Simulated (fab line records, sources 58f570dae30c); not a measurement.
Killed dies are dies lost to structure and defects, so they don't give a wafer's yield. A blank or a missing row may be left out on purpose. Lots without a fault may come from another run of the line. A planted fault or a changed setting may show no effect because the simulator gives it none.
Tool commonality check | flow berkeley_cmos170 | 15 lots, 45 wafers sampled

WHY IT WAS OPENED
At UCB170_NWELL_THK_MEAS_02 the reading NWELL_OXIDE_THK is flagged on 3 of 15 lots. Wafers without a fault read 26.5 nm, standard deviation 0.43.
Rule: a lot is flagged when every wafer of it that has a number lies more than 4 standard deviations from that mean, or none has a number. The other lots count as sound.

lot  | measured    | on            | NWELL_OXIDE_THK (nm), wafer by wafer | flag
L681 | day 2 01:01 | film_metro-04 | 26.3 26.6 25.4                       |
L682 | day 2 09:37 | film_metro-03 | 26.4 26.8 26.3                       |
L683 | day 2 18:10 | film_metro-04 | 26.4 26.9 26.7                       |
L685 | day 3 03:37 | film_metro-01 | 26.8 26.4 26.1                       |
L686 | day 3 03:37 | film_metro-04 | 26.0 25.7 26.0                       |
L688 | day 3 21:19 | film_metro-04 | 39.5 39.5 40.2                       | FLAGGED
L690 | day 3 22:34 | film_metro-01 | 26.5 26.1 26.2                       |
L694 | day 4 21:15 | film_metro-03 | 39.7 38.0 39.5                       | FLAGGED
L696 | day 5 01:59 | film_metro-04 | 25.9 26.2 26.1                       |
L697 | day 5 14:02 | film_metro-03 | 41.8 41.4 41.2                       | FLAGGED
L700 | day 5 23:35 | film_metro-01 | 27.0 27.3 27.3                       |
L701 | day 6 07:47 | film_metro-03 | 26.2 26.4 25.8                       |
L702 | day 6 15:13 | film_metro-03 | 26.3 26.4 26.4                       |
L703 | day 6 15:13 | film_metro-04 | 26.2 26.0 26.0                       |
L704 | day 6 23:14 | film_metro-04 | 26.5 26.3 26.7                       |
The numbers of the flagged lots are 40.1 nm on average: +13.6 nm against the usual, or +32 standard deviations.

WHICH TOOL RAN EACH LOT
The record holds 1 process step before the reading, out of a route of 331 steps. In each cell: the tool, then ch and the chambers that the sampled wafers went through, then the start.
lot  | flag    | UCB170_NWELL_OXIDATION_01
L681 |         | furnace-04 ch 0, day 1 23:38
L682 |         | furnace-01 ch 0, day 2 08:16
L683 |         | furnace-01 ch 0, day 2 16:48
L685 |         | furnace-02 ch 0, day 3 02:16
L686 |         | furnace-02 ch 0, day 3 02:16
L688 | FLAGGED | furnace-01 ch 0, day 3 17:07
L690 |         | furnace-02 ch 0, day 3 21:13
L694 | FLAGGED | furnace-02 ch 0, day 4 17:17
L696 |         | furnace-04 ch 0, day 5 00:38
L697 | FLAGGED | furnace-01 ch 0, day 5 08:20
L700 |         | furnace-04 ch 0, day 5 22:14
L701 |         | furnace-02 ch 0, day 6 06:26
L702 |         | furnace-02 ch 0, day 6 13:52
L703 |         | furnace-02 ch 0, day 6 13:52
L704 |         | furnace-01 ch 0, day 6 21:53
What these steps do:
- UCB170_NWELL_OXIDATION_01: target thk 26.4 nm, ox time 1260 s.
- UCB170_NWELL_THK_MEAS_02

FLAGGED OVER TOTAL, TOOL BY TOOL (the gauges that took the reading come last)
step                      | tool          | lots run | flagged | share of the flagged lots | sound lots run after its first flagged lot
UCB170_NWELL_OXIDATION_01 | furnace-01    | 5        | 2       | some                      | 1 (L704)
UCB170_NWELL_OXIDATION_01 | furnace-02    | 7        | 1       | some                      | 3 (L701,L702,L703)
UCB170_NWELL_OXIDATION_01 | furnace-04    | 3        | 0       | none                      | -
UCB170_NWELL_THK_MEAS_02  | film_metro-01 | 3        | 0       | none                      | -
UCB170_NWELL_THK_MEAS_02  | film_metro-03 | 5        | 2       | some                      | 2 (L701,L702)
UCB170_NWELL_THK_MEAS_02  | film_metro-04 | 7        | 1       | some                      | 3 (L696,L703,L704)

WHAT THE TABLE ALLOWS
No row of the table ran every flagged lot.

WHAT THE SIMULATOR HAD PUT IN
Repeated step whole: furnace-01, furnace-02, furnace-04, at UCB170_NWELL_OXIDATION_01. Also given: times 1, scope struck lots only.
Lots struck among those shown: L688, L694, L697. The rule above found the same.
